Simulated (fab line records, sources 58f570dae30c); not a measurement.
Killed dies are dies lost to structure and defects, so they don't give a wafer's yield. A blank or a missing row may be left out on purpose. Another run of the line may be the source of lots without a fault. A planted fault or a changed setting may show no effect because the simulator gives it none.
8D (eight disciplines) problem report, filled in by code    flow berkeley-cmos170    the parts of the form that need people (team, actions taken, sign-off) are left out

1. PROBLEM STATEMENT
At UCB170_PWELL_IMPLANT_15, beam-energy-keV averages 78.005 over 9 wafers from 3 lots, while fault-free wafers read 59.997, standard deviation 0.018. So: +99 or more standard deviations from the usual mean.
First observed at day 5 05:31: wafer L598.2, on implanter-04. At this step, 45 wafers from 15 lots have a number in the record. Rule for "out" (also "out of limits"): further than 4 standard deviations from the usual mean. The other wafers with a number count as sound.

2. WHAT IT IS, WHAT IT ISN'T
question                     is                      is not
which readings at this step  beam-energy-keV         -
which lots                   L598, L600, L601        L589, L590, L591, L595, L596, L603, L604, L605, L607, L610, L611, L612
which wafers of those lots   all that have a number  -
read on which tools          implanter-04            implanter-01, implanter-02
when                         from day 5 05:31        up to then (15 sound wafers); but 21 sound wafers of L603, L604, L605, L607, L610, L611, L612 came after

3. THE SUSPECTS, EACH WITH WHAT RULES IT OUT
Counting: a tool at any process step up to the reading remains a suspect when it ran all the lots that are out and ran no sound lot after the first of those.
- implanter-04 at UCB170_PWELL_IMPLANT_15: kept. It processed each lot that is out, first L598 at day 5 05:31, and no sound lot thereafter; up to then, the last sound lot it processed was L596 at day 4 18:23. Its own readings are out on those wafers: beam-energy-keV.
After counting, what remains is implanter-04 at UCB170_PWELL_IMPLANT_15.

4. THE CAUSE (what the simulator had put in)
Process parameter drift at UCB170_PWELL_IMPLANT_15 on implanter-04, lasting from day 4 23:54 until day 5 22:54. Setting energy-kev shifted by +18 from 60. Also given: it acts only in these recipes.
The count eliminated every tool but this one.

5. THE CHAIN OF EFFECTS, in route order
Rows list readings where the struck wafers' mean (over those with a number) sits beyond 3 standard deviations from the usual. Only readings for which the record gives a usual standard deviation are gone through. hours: the time from each lot's start at the first step in this table that gives one to its start at this step, as a median over the lots. sigmas: the change in usual standard deviations.
hours  step                     reading          usual   on struck wafers  change   sigmas
0      UCB170_PWELL_IMPLANT_15  beam-energy-keV  59.997  78.005            +18.008  +99 or more
It contains these process steps:
- UCB170_PWELL_IMPLANT_15
Later steps that measure or inspect, where all struck wafers having a row at the step show a number for every such reading and not one has moved that far: UCB170_V1_CD_MEAS_12.

6. HOW IT WOULD HAVE BEEN CAUGHT EARLIER
The fault began at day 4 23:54; the first out-of-limits reading in this record came at day 5 05:31, 6 hours later.
